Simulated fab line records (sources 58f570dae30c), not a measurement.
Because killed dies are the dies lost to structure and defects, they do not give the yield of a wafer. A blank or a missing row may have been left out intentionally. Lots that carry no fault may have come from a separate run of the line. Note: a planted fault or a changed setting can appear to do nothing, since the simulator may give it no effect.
fab line records	flow berkeley_cmos170
record: lots: 15	wafers: 45	last_day: 13
route steps=331 shown ZERO@12 NWELL@18 PVT@123 NSD@193
lots with no fault: from the same line, run without faults
start_h: start of the lot's first displayed wafer, in hours after the record's first day	wait_h: hours from the lot's prior step to this one	" the same as in the row above	L1.1+2: several wafers, shown together as one row	- no value, or no start was given	* or withheld: withheld	< > ~ a bound
route shown NAME@n: a module of which the file shows steps, and the number in the route of the first	usual: the fault-free wafers' mean and standard deviation	same: alike in all rows	chamber/n: place in a boat	sites: the reading at each site	_std_site: the standard deviation of these	_edge_site: the outer-site mean with the inner-site mean subtracted	radius_mm: for every site, how far away it sits from the centre of the wafer	mask NAME#n: copy n	behind: the most recent tool/chamber to have shaped the wafer	hold: the reason the lot was held/the length of the hold in hours/how it ended	device: whichever transistor did not switch (one of n, p or np)	end of line: at the end of the route, the tests of the same wafers	step lacking rows: just its recipe	killed: at the first sort, the dies lost to defects and structure; wafer yield is something else	map: a wafer's dies, marking killed ones x, the rest . and places with no die _
set.NAME: setting as actually run; set.NAME@STEP: the setting as run at that earlier step	model.NAME: the simulator's own value behind a step, which no gauge read
the route's steps for a sample of lots (tables are steps, rows are wafers)
services: when a tool's chamber went out of use (start_h, in hours from the record's first day, below 0 if earlier), for how many hours, and the reason
== steps ==
step: UCB170_ZERO_ETCH_06
recipe: chemistry: CHF3/CF4/Ar	target: SiO2	time_s: 12	pressure_mtorr: 100	rf_w: 500	CHF3_flow_sccm: 50	cf4_flow_sccm: 10	Ar_flow_sccm: 120	over_etch_frac: 1.58
usual: drypump_motor_current_A: 5.8/0.54	oes_product_au: 0.618/0.0072	throttle_valve_pct: 9.27/0.11
lot.wafer	tool	chamber	start_h	wait_h	drypump_motor_current_A	oes_product_au	rf_hours_counter_h	throttle_valve_pct
L261.1	rie_diel-04	2	20.99	-	6.5	0.613	8	9.05
L261.3	"	3	"	"	5.6	0.630	9	9.20
L261.4	"	1	"	"	5.9	0.622	-	9.41
L263.2	rie_diel-02	2	29.01	-	6.4	0.612	39	9.21
L263.3	"	1	"	"	6.0	0.607	11	9.33
L263.4	"	3	"	"	5.3	0.617	5	9.22
L264.1	rie_diel-04	2	38.90	-	6.5	0.612	9	9.06
L264.5	"	1	"	"	5.9	0.615	-	9.41
L264.6	"	0	"	"	6.4	0.633	-	9.18
L265.2	rie_diel-03	3	39.18	-	5.8	0.616	43	9.27
L265.5	"	0	"	"	6.7	0.613	-	9.34
L265.6	"	1	"	"	5.2	0.627	-	9.30
L266.4	rie_diel-02	2	50.52	-	6.3	0.614	40	9.23
L266.5	"	2	"	"	6.3	0.611	-	9.22
L266.6	"	3	"	"	5.3	0.628	-	9.22
L268.2	rie_diel-04	3	50.80	-	5.6	0.630	10	9.19
L268.3	"	0	"	"	6.4	0.631	145	9.20
L268.4	"	1	"	"	5.9	0.621	51	9.40
L267.1	rie_diel-03	3	50.88	-	5.8	0.618	43	9.27
L267.2	"	1	"	"	5.3	0.627	150	9.29
L267.3	"	0	"	"	6.7	0.611	167	9.35
L269.1	rie_diel-04	0	62.51	-	6.4	0.630	146	9.18
L269.3	"	2	"	"	6.5	0.615	10	9.04
L269.4	"	3	"	"	5.7	0.616	11	9.20
L271.1	rie_diel-02	0	76.98	-	5.5	0.624	128	9.23
L271.3	"	3	"	"	5.3	0.616	8	9.23
L271.6	"	2	"	"	6.3	0.617	-	9.22
L272.1	rie_diel-03	1	77.22	-	5.3	0.625	151	9.30
L272.2	"	3	"	"	5.9	0.619	44	9.26
L272.6	"	2	"	"	4.8	0.617	-	9.50
L274.1	rie_diel-02	1	86.72	-	6.0	0.610	14	9.34
L274.2	"	3	"	"	5.3	0.618	8	9.23
L274.5	"	0	"	"	5.5	0.612	-	9.22
L278.1	rie_diel-03	2	104.10	-	4.8	0.614	28	9.50
L278.5	"	2	"	"	4.8	0.614	-	9.51
L278.6	"	3	"	"	5.8	0.616	-	9.27
L277.1	rie_diel-02	2	104.29	-	6.3	0.611	42	9.22
L277.4	"	3	"	"	5.3	0.621	9	9.24
L277.6	"	2	"	"	6.3	0.611	-	9.23
L279.4	rie_diel-04	0	114.07	-	6.4	0.633	149	9.19
L279.5	"	2	"	"	6.5	0.613	-	9.06
L279.6	"	1	"	"	5.9	0.609	-	9.41
L280.1	rie_diel-03	3	117.83	-	5.8	0.616	46	9.25
L280.2	"	1	"	"	5.2	0.623	153	9.29
L280.5	"	1	"	"	5.2	0.630	-	9.28
step: UCB170_NWELL_CVD_04
recipe: material: Si3N4	target_thk_nm: 224	temp_c: 800	precursor: SiH2Cl2/NH3	time_s: 3360	pressure_mtorr: 200	sih2cl2_flow_sccm: 25	nh3_flow_sccm: 75
usual: spike_tc_load_C: 823.5/1.3	zone_power_source_pct: 20.3/1.5
lot.wafer	tool	chamber	start_h	wait_h	spike_tc_load_C	zone_power_source_pct
L261.1	lpcvd-01	1	33.53	0.0	823.3	16.7
L261.3	"	1	"	"	825.8	17.2
L261.4	"	1	"	"	825.1	16.7
L263.2	lpcvd-02	1	42.68	0.5	824.4	21.1
L263.3	"	1	"	"	825.7	21.0
L263.4	"	1	"	"	823.8	21.0
L264.1	lpcvd-02	0	52.57	0.0	824.0	19.2
L264.5	"	0	"	"	823.7	19.1
L264.6	"	0	"	"	823.1	19.4
L265.2	lpcvd-02	0	52.57	0.0	823.7	19.1
L265.5	"	0	"	"	822.9	19.2
L265.6	"	0	"	"	822.3	19.4
L266.4	lpcvd-01	0	66.66	1.6	825.0	22.1
L266.5	"	0	"	"	822.8	21.9
L266.6	"	0	"	"	822.9	22.2
L267.1	lpcvd-01	0	66.66	1.6	822.6	22.0
L267.2	"	0	"	"	822.5	22.2
L267.3	"	0	"	"	823.3	21.8
L268.2	lpcvd-01	0	66.66	1.6	822.4	21.8
L268.3	"	0	"	"	822.1	22.0
L268.4	"	0	"	"	824.3	22.0
L269.1	lpcvd-02	1	78.51	0.0	824.8	20.8
L269.3	"	1	"	"	823.9	20.9
L269.4	"	1	"	"	823.5	20.7
L271.1	lpcvd-01	0	89.40	0.7	822.9	21.7
L271.3	"	0	"	"	823.4	21.7
L271.6	"	0	"	"	822.9	22.1
L272.1	lpcvd-01	0	89.40	0.7	823.2	22.4
L272.2	"	0	"	"	822.2	21.8
L272.6	"	0	"	"	823.3	22.0
L274.1	lpcvd-02	0	98.70	0.0	820.3	19.4
L274.2	"	0	"	"	824.1	19.2
L274.5	"	0	"	"	822.8	19.3
L277.1	lpcvd-02	1	115.13	0.0	824.8	21.1
L277.4	"	1	"	"	825.4	21.2
L277.6	"	1	"	"	823.0	20.9
L278.1	lpcvd-02	0	115.13	0.0	822.0	19.3
L278.5	"	0	"	"	823.2	18.9
L278.6	"	0	"	"	823.3	19.7
L279.4	lpcvd-01	0	124.22	0.0	824.0	22.0
L279.5	"	0	"	"	822.2	22.3
L279.6	"	0	"	"	822.6	22.1
L280.1	lpcvd-02	0	128.47	0.0	820.1	18.9
L280.2	"	0	"	"	822.7	19.4
L280.5	"	0	"	"	822.4	19.3
step: UCB170_NWELL_THK_MEAS_05
recipe: reads: Si3N4_of_NWELL_CVD_04
usual: NWELL_NITRIDE_THK: 225.4/2.6
lot.wafer	tool	chamber	start_h	wait_h	NWELL_NITRIDE_THK[nm]
L261.1	film_metro-03	-	35.46	0.0	223.2
L261.3	"	-	"	"	220.3
L261.4	"	-	"	"	221.3
L263.2	film_metro-03	-	44.62	0.0	225.3
L263.3	"	-	"	"	225.6
L263.4	"	-	"	"	227.2
L264.1	film_metro-01	-	54.50	0.0	227.5
L264.5	"	-	"	"	227.9
L264.6	"	-	"	"	225.4
L265.2	film_metro-03	-	54.51	0.0	226.5
L265.5	"	-	"	"	226.8
L265.6	"	-	"	"	226.8
L267.1	film_metro-01	-	68.60	0.0	224.3
L267.2	"	-	"	"	222.4
L267.3	"	-	"	"	223.4
L268.2	film_metro-03	-	68.61	0.0	216.3
L268.3	"	-	"	"	218.4
L268.4	"	-	"	"	218.3
L266.4	film_metro-02	-	68.63	0.0	225.6
L266.5	"	-	"	"	224.6
L266.6	"	-	"	"	224.4
L269.1	film_metro-01	-	80.45	0.0	227.9
L269.3	"	-	"	"	228.9
L269.4	"	-	"	"	227.3
L271.1	film_metro-01	-	91.33	0.0	222.0
L271.3	"	-	"	"	221.6
L271.6	"	-	"	"	223.4
L272.1	film_metro-03	-	91.33	0.0	226.2
L272.2	"	-	"	"	224.3
L272.6	"	-	"	"	222.4
L274.1	film_metro-02	-	100.63	0.0	222.1
L274.2	"	-	"	"	223.6
L274.5	"	-	"	"	223.0
L277.1	film_metro-01	-	117.06	0.0	182.7
L277.4	"	-	"	"	181.2
L277.6	"	-	"	"	183.5
L278.1	film_metro-03	-	117.06	0.0	183.1
L278.5	"	-	"	"	183.1
L278.6	"	-	"	"	184.5
L279.4	film_metro-01	-	126.18	0.0	226.3
L279.5	"	-	"	"	225.6
L279.6	"	-	"	"	226.2
L280.1	film_metro-03	-	130.40	0.0	186.1
L280.2	"	-	"	"	182.7
L280.5	"	-	"	"	185.2
step: UCB170_NWELL_ETCH_13
recipe: chemistry: CH3F/Ar/O2	target: Si3N4	stop_on: SiO2	CH3F_flow_sccm: 20	Ar_flow_sccm: 50	O2_flow_sccm: 7	pressure_mtorr: 50	rf_w: 450	target_depth_a: 2464	over_etch_frac: 0.1	time_s: 154
usual: drypump_motor_current_A: 5.8/0.53	oes_product_au: 0.941/0.015	throttle_valve_pct: 8.08/0.15
lot.wafer	tool	chamber	start_h	wait_h	drypump_motor_current_A	oes_product_au	rf_hours_counter_h	throttle_valve_pct
L261.1	rie_diel-01	1	36.97	0.0	5.8	0.936	40	8.26
L261.3	"	2	"	"	5.4	0.904	44	7.79
L261.4	"	0	"	"	5.2	0.933	152	8.02
L263.2	rie_diel-04	3	45.79	0.0	5.6	0.954	10	8.02
L263.3	"	1	"	"	5.9	0.945	51	8.17
L263.4	"	0	"	"	6.3	0.960	145	8.00
L264.1	rie_diel-04	0	55.82	0.0	6.3	0.962	146	8.00
L264.5	"	3	"	"	5.6	0.956	-	8.06
L264.6	"	2	"	"	6.5	0.929	-	7.86
L265.2	rie_diel-03	3	56.09	0.0	5.8	0.947	43	8.05
L265.5	"	0	"	"	6.7	0.959	-	8.17
L265.6	"	1	"	"	5.2	0.961	-	8.08
L266.4	rie_diel-01	2	69.71	0.0	5.4	0.919	45	7.80
L266.5	"	2	"	"	5.5	0.920	-	7.80
L266.6	"	1	"	"	5.8	0.939	-	8.26
L268.2	rie_diel-03	3	69.98	0.0	5.8	0.934	44	8.07
L268.3	"	2	"	"	4.8	0.922	26	8.27
L268.4	"	2	"	"	4.8	0.920	-	8.30
L267.1	rie_diel-04	1	70.26	0.0	5.9	0.945	52	8.19
L267.2	"	2	"	"	6.5	0.926	11	7.86
L267.3	"	3	"	"	5.6	0.954	11	8.05
L269.1	rie_diel-04	1	81.38	0.0	5.9	0.956	53	8.18
L269.3	"	0	"	"	6.4	0.965	147	8.01
L269.4	"	2	"	"	6.5	0.933	11	7.86
L272.1	rie_diel-03	1	92.43	0.0	5.3	0.960	151	8.08
L272.2	"	0	"	"	6.7	0.941	0	8.13
L272.6	"	1	"	"	5.3	0.944	-	8.07
L271.1	rie_diel-04	0	92.51	0.0	6.4	0.957	148	7.99
L271.3	"	1	"	"	5.9	0.940	53	8.19
L271.6	"	2	"	"	6.5	0.918	-	7.88
L274.1	rie_diel-01	2	102.03	0.0	5.5	0.912	47	7.79
L274.2	"	0	"	"	5.2	0.942	155	8.02
L274.5	"	2	"	"	5.5	0.912	-	7.80
L278.1	rie_diel-04	2	118.14	0.0	6.5	0.822	13	7.87
L278.5	"	1	"	"	5.9	0.841	-	8.17
L278.6	"	2	"	"	6.5	0.828	-	7.86
L277.1	rie_diel-03	2	118.65	0.0	4.8	0.843	29	8.28
L277.4	"	2	"	"	4.8	0.842	-	8.27
L277.6	"	1	"	"	5.2	0.839	-	8.10
L279.4	rie_diel-03	0	127.30	0.0	6.6	0.952	1	8.14
L279.5	"	3	"	"	5.8	0.943	-	8.07
L279.6	"	0	"	"	6.6	0.940	-	8.14
L280.1	rie_diel-03	2	131.38	0.0	4.8	0.847	30	8.29
L280.2	"	1	"	"	5.2	0.839	154	8.08
L280.5	"	3	"	"	5.8	0.847	-	8.06
step: UCB170_PVT_STRIP_08
recipe: chemistry: O2	power_w: 400	pressure_mtorr: 3500	platen_temp_c: withheld	o2_flow_sccm: 400	overash_fraction: 0.5
usual: drypump_motor_current_A: 5.7/0.5	oes_product_au: 0.734/0.0049	strip_time_to_endpoint_s: 21.64/0.059
lot.wafer	tool	chamber	start_h	wait_h	drypump_motor_current_A	oes_product_au	rf_hours_counter_h	strip_time_to_endpoint_s
L261.1	plasma_asher-01	0	141.16	0.1	6.1	0.734	40	21.57
L261.3	"	1	"	"	6.0	0.742	-	21.56
L261.4	"	0	"	"	6.1	0.729	-	21.57
L263.2	plasma_asher-03	1	157.84	0.1	4.9	0.731	42	21.65
L263.3	"	1	"	"	4.9	0.736	-	21.73
L263.4	"	0	"	"	6.1	0.737	-	21.67
L265.2	plasma_asher-01	0	158.05	0.1	6.1	0.736	41	21.69
L265.5	"	0	"	"	6.1	0.724	-	21.72
L265.6	"	1	"	"	6.0	0.738	-	21.67
L264.1	plasma_asher-02	0	158.16	0.1	5.0	0.736	4	21.53
L264.5	"	1	"	"	5.8	0.735	-	21.54
L264.6	"	0	"	"	5.0	0.741	-	21.58
L268.2	plasma_asher-03	1	170.12	0.1	4.9	0.737	43	21.70
L268.3	"	1	"	"	4.9	0.741	-	21.68
L268.4	"	0	"	"	6.1	0.739	-	21.72
L267.1	plasma_asher-01	0	170.14	0.1	6.1	0.725	42	21.63
L267.2	"	1	"	"	6.0	0.739	42	21.66
L267.3	"	1	"	"	6.0	0.732	-	21.59
L266.4	plasma_asher-02	0	170.43	0.1	5.0	0.737	-	21.57
L266.5	"	0	"	"	5.0	0.737	-	21.50
L266.6	"	1	"	"	5.8	0.735	-	21.53
L269.1	plasma_asher-03	1	186.16	0.1	4.9	0.736	44	21.64
L269.3	"	0	"	"	6.1	0.733	-	21.69
L269.4	"	1	"	"	4.9	0.734	-	21.70
L271.1	plasma_asher-03	1	197.81	0.1	4.9	0.735	45	21.70
L271.3	"	1	"	"	4.9	0.739	-	21.68
L271.6	"	1	"	"	4.9	0.732	-	21.72
L272.1	plasma_asher-02	0	197.93	0.1	5.0	0.727	8	21.53
L272.2	"	1	"	"	5.9	0.736	8	21.54
L272.6	"	0	"	"	5.0	0.729	-	21.54
L274.1	plasma_asher-02	0	212.95	0.1	5.0	0.726	10	21.66
L274.2	"	1	"	"	5.8	0.734	10	21.68
L274.5	"	0	"	"	5.0	0.741	-	21.64
L277.1	plasma_asher-02	1	220.43	0.1	5.8	0.742	10	21.58
L277.4	"	0	"	"	5.0	0.742	-	21.66
L277.6	"	0	"	"	5.0	0.728	-	21.68
L278.1	plasma_asher-02	0	220.97	0.1	5.0	0.729	11	21.62
L278.5	"	0	"	"	5.0	0.727	-	21.65
L278.6	"	1	"	"	5.8	0.730	-	21.59
L280.1	plasma_asher-01	1	238.35	0.1	6.0	0.730	49	21.61
L280.2	"	0	"	"	6.1	0.737	49	21.68
L280.5	"	1	"	"	6.0	0.736	-	21.64
L279.4	plasma_asher-03	1	238.60	0.1	4.9	0.732	-	21.65
L279.5	"	1	"	"	4.9	0.733	-	21.65
L279.6	"	0	"	"	6.1	0.735	-	21.61
step: UCB170_NSD_CD_MEAS_06
recipe: target_cd_nm: 1200
usual: cd_nm: 1199.8/1.2
lot.wafer	tool	chamber	start_h	wait_h	cd_nm
L261.1	cd_sem-02	-	173.18	-	1199.4
L261.3	"	-	"	"	1201.4
L261.4	"	-	"	"	1200.9
L265.2	cd_sem-02	-	189.39	-	1197.1
L265.5	"	-	"	"	1197.9
L265.6	"	-	"	"	1197.3
L264.1	cd_sem-02	-	189.56	-	1199.6
L264.5	"	-	"	"	1199.7
L264.6	"	-	"	"	1200.4
L263.2	cd_sem-01	-	189.57	-	1198.6
L263.3	"	-	"	"	1200.1
L263.4	"	-	"	"	1199.5
L268.2	cd_sem-01	-	206.44	-	1199.6
L268.3	"	-	"	"	1200.1
L268.4	"	-	"	"	1199.7
L267.1	cd_sem-02	-	206.65	-	1198.3
L267.2	"	-	"	"	1198.8
L267.3	"	-	"	"	1198.4
L266.4	cd_sem-01	-	206.95	-	1198.6
L266.5	"	-	"	"	1199.3
L266.6	"	-	"	"	1200.4
L269.1	cd_sem-01	-	221.37	-	1200.9
L269.3	"	-	"	"	1199.8
L269.4	"	-	"	"	1201.0
L271.1	cd_sem-02	-	227.74	-	1198.2
L271.3	"	-	"	"	1197.1
L271.6	"	-	"	"	1198.8
L272.1	cd_sem-01	-	228.46	-	1202.3
L272.2	"	-	"	"	1200.9
L272.6	"	-	"	"	1200.1
L274.1	cd_sem-01	-	244.25	-	1199.1
L274.2	"	-	"	"	1198.5
L274.5	"	-	"	"	1198.7
L277.1	cd_sem-02	-	248.00	-	1201.1
L277.4	"	-	"	"	1199.4
L277.6	"	-	"	"	1201.3
L278.1	cd_sem-01	-	248.26	-	1198.1
L278.5	"	-	"	"	1199.2
L278.6	"	-	"	"	1198.8
L280.1	cd_sem-02	-	275.55	-	1199.5
L280.2	"	-	"	"	1200.3
L280.5	"	-	"	"	1202.0
L279.4	cd_sem-02	-	275.76	-	1199.6
L279.5	"	-	"	"	1198.4
L279.6	"	-	"	"	1198.9
== services ==
tool	chamber	start_h	hours	kind
lpcvd-01	-	7.56	2.8	pm
rie_diel-04	0	18.02	5.1	repair
rie_diel-03	3	28.05	5.7	repair
rie_diel-04	3	32.40	3.1	repair
rie_diel-02	1	42.80	3.1	repair
rie_diel-04	-	93.29	0.3	repair
rie_diel-03	0	103.39	17.9	repair
plasma_asher-02	-	108.75	9.0	pm
rie_diel-04	1	130.13	8.2	repair
rie_diel-04	-	136.17	0.4	repair
rie_diel-02	1	144.67	2.2	repair
rie_diel-04	-	152.37	0.6	repair
rie_diel-02	1	158.40	6.3	repair
rie_diel-04	3	165.71	4.5	repair
rie_diel-04	-	167.90	0.3	repair
rie_diel-03	2	203.93	2.2	repair
rie_diel-03	1	206.75	17.9	repair
lpcvd-02	-	218.32	6.0	pm
plasma_asher-01	-	221.08	0.8	repair
rie_diel-04	-	223.86	4.3	pm
rie_diel-02	3	226.93	26.0	repair
plasma_asher-03	-	227.82	2.5	repair
plasma_asher-02	-	228.72	2.8	pm
rie_diel-04	-	232.75	0.7	repair
== key ==
first_sign: step: UCB170_NWELL_THK_MEAS_05	reading: NWELL_NITRIDE_THK	direction: down	sigmas: 16	usual: 225.4	struck: 183.6
effect: step: UCB170_NWELL_ETCH_13	reading: oes_product_au	direction: down	sigmas: 6.9	usual: 0.941	struck: 0.839
met_at UCB170_NWELL_CVD_04
struck_lots L277,L278,L280
tester_left_out L277,L278,L280
not_acting_at UCB170_ZERO_ETCH_06,UCB170_PVT_STRIP_08,UCB170_NSD_CD_MEAS_06
onset_between 98.70 115.13
fault: kind: process_parameter_drift	tool: lpcvd-02	chamber: -	onset_h: 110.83	steps: UCB170_NWELL_CVD_04	channel: target_thk_nm	offset: -42.999	shape: step	end_h: 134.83	acts_in: these_recipes_only	stated: 224
tester_left_out: of these lots the tester's yield and bins aren't shown, on N5 and GAA mostly nor the transistor test; their killed dies are dies lost to structure and defects alone, not to doping, threshold or leakage, so they don't give the yield
